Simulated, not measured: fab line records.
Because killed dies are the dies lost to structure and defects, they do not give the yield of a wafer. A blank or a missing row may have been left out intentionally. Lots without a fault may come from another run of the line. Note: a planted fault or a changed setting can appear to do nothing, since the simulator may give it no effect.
fab line records -- flow berkeley_cmos170
record: lots: 13, wafers: 39, last_day: 14
route steps=331 shown ACTIVE@70
lots untouched by any fault: they come from a run of this same line in which no faults occurred
start_h: start of the lot's first displayed wafer, in hours after the record's first day -- wait_h: hours elapsed since this lot's preceding step -- " identical to the entry in the row above -- L1.1+2: one row covering several wafers at once -- - no value, or no start was given -- * or withheld: withheld -- < > ~ a bound
route shown NAME@n: names a module that has steps shown in the file, with the first one's number in the route -- usual: mean/standard deviation taken from wafers without a fault -- same: alike in all rows -- chamber/n: place in a boat -- sites: each site's reading -- _std_site: how widely they spread, as a standard deviation -- _edge_site: inner sites' mean taken away from outer sites' mean -- radius_mm: how far each site lies from the wafer's centre -- mask NAME#n: copy n -- behind: the most recent tool/chamber to have shaped the wafer -- hold: the reason the lot was held/the length of the hold in hours/how it ended -- device: whichever transistor did not switch (one of n, p or np) -- end of line: at the end of the route, the tests of the same wafers -- a step without rows: its recipe alone -- killed: at the first sort, the dies lost to defects and structure; wafer yield is something else -- map: shows each die of a wafer: x if killed, . if not, _ if none is there
set.NAME: the setting the step ran with; set.NAME@STEP: the setting that earlier step ran with -- model.NAME: the simulator's own value behind a step, which no gauge read
a sample of lots followed through the steps of the route, with each step as a table and each wafer as a row
services: a tool's chamber out of use, with start hour (start_h, from the record's first day; less than 0 if before it), hours out, and reason
== steps ==
step: UCB170_ACTIVE_EXPOSE_10
recipe: mask_id: ACTIVE, target_cd_nm: 1200, na: 0.5, sigma_outer: 0.6, source_shape: conventional, dose_mj: 20
lot.wafer,tool,chamber,start_h,wait_h,mask
L187.1+2+3,krf_scanner-02,0,85.31,0.3,ACTIVE#0
L188.2+3+4,krf_scanner-02,0,94.92,0.1,ACTIVE#0
L189.1+2+4,krf_scanner-01,0,107.00,0.2,ACTIVE#0
L190.1+2+4,krf_scanner-02,0,107.24,0.4,ACTIVE#0
L191.1+2+5,krf_scanner-02,0,107.36,0.4,ACTIVE#0
L192.1+5+6,krf_scanner-01,0,114.10,0.2,ACTIVE#0
L196.1+3+6,krf_scanner-01,0,146.78,0.2,ACTIVE#0
L195.1+5+6,krf_scanner-01,0,146.90,0.4,ACTIVE#0
L197.2+3+5,krf_scanner-01,0,147.03,0.4,ACTIVE#0
L198.1+2+6,krf_scanner-01,0,158.49,0.1,ACTIVE#0
L203.1+5+6,krf_scanner-02,0,180.64,0.1,ACTIVE#0
L207.1+2+3,krf_scanner-02,0,223.87,0.2,ACTIVE#0
L210.1+2+4,krf_scanner-02,0,240.59,0.2,ACTIVE#0
step: UCB170_ACTIVE_OVL_MEAS_14
usual: ACTIVE_OVL: -3/5
lot.wafer,tool,chamber,start_h,wait_h,ACTIVE_OVL[nm]
L187.1,overlay-01,-,85.82,0.1,0
L187.2,overlay-01,-,85.82,0.1,-6
L187.3,overlay-01,-,85.82,0.1,-3
L188.2,overlay-02,-,95.42,0.1,0
L188.3,overlay-02,-,95.42,0.1,-2
L188.4,overlay-02,-,95.42,0.1,4
L189.1,overlay-01,-,107.55,0.1,8
L189.2,overlay-01,-,107.55,0.1,-5
L189.4,overlay-01,-,107.55,0.1,2
L190.1,overlay-02,-,108.07,0.1,2
L190.2,overlay-02,-,108.07,0.1,-6
L190.4,overlay-02,-,108.07,0.1,-4
L191.1,overlay-02,-,108.19,0.1,0
L191.2,overlay-02,-,108.19,0.1,5
L191.5,overlay-02,-,108.19,0.1,1
L192.1,overlay-02,-,114.68,0.1,-1
L192.5,overlay-02,-,114.68,0.1,10
L192.6,overlay-02,-,114.68,0.1,0
L196.1,overlay-01,-,147.29,0.1,-219
L196.3,overlay-01,-,147.29,0.1,-228
L196.6,overlay-01,-,147.29,0.1,-227
L195.1,overlay-02,-,147.41,0.1,-224
L195.5,overlay-02,-,147.41,0.1,-225
L195.6,overlay-02,-,147.41,0.1,-227
L197.2,overlay-01,-,147.57,0.1,-225
L197.3,overlay-01,-,147.57,0.1,-221
L197.5,overlay-01,-,147.57,0.1,-228
L198.1,overlay-01,-,159.05,0.1,-228
L198.2,overlay-01,-,159.05,0.1,-229
L198.6,overlay-01,-,159.05,0.1,-224
L203.1,overlay-02,-,181.16,0.1,4
L203.5,overlay-02,-,181.16,0.1,-5
L203.6,overlay-02,-,181.16,0.1,1
L207.1,overlay-01,-,224.38,0.1,-4
L207.2,overlay-01,-,224.38,0.1,-6
L207.3,overlay-01,-,224.38,0.1,-8
L210.1,overlay-01,-,241.10,0.1,9
L210.2,overlay-01,-,241.10,0.1,-2
L210.4,overlay-01,-,241.10,0.1,-1
== services ==
tool,chamber,start_h,hours,kind
krf_scanner-01,-,63.87,3.0,pm
krf_scanner-02,0,68.22,-,calibration
krf_scanner-02,-,70.08,1.2,repair
krf_scanner-01,-,81.47,4.4,pm
krf_scanner-02,-,104.75,0.5,repair
krf_scanner-01,-,115.42,1.3,pm
krf_scanner-01,0,117.95,-,calibration
krf_scanner-01,-,138.43,1.0,pm
krf_scanner-02,-,145.73,0.5,repair
krf_scanner-02,-,177.54,1.3,repair
krf_scanner-01,-,178.79,0.8,pm
krf_scanner-01,-,179.25,0.5,repair
krf_scanner-02,-,181.42,1.0,pm
krf_scanner-02,-,183.71,1.3,pm
krf_scanner-02,-,209.82,4.0,pm
krf_scanner-02,-,217.68,0.1,repair
krf_scanner-02,-,229.65,0.8,pm
krf_scanner-01,-,231.31,4.4,pm
== key ==
first_sign: step: UCB170_ACTIVE_OVL_MEAS_14, reading: ACTIVE_OVL, direction: down, sigmas: 44, usual: -3, struck: -225
effect none on later readings
met_at UCB170_ACTIVE_EXPOSE_10
struck_lots L195,L196,L197,L198
tester_left_out L195,L196,L197,L198
onset_between 114.10 146.78
fault: kind: scanner_matching_overlay, tool: krf_scanner-01, chamber: -, onset_h: 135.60, steps: UCB170_ACTIVE_EXPOSE_10, offset: -220
tester_left_out: of these lots the tester's yield and bins aren't shown, on N5 and GAA mostly nor the transistor test; their killed dies are dies lost to structure and defects alone, not to doping, threshold or leakage, so they don't give the yield
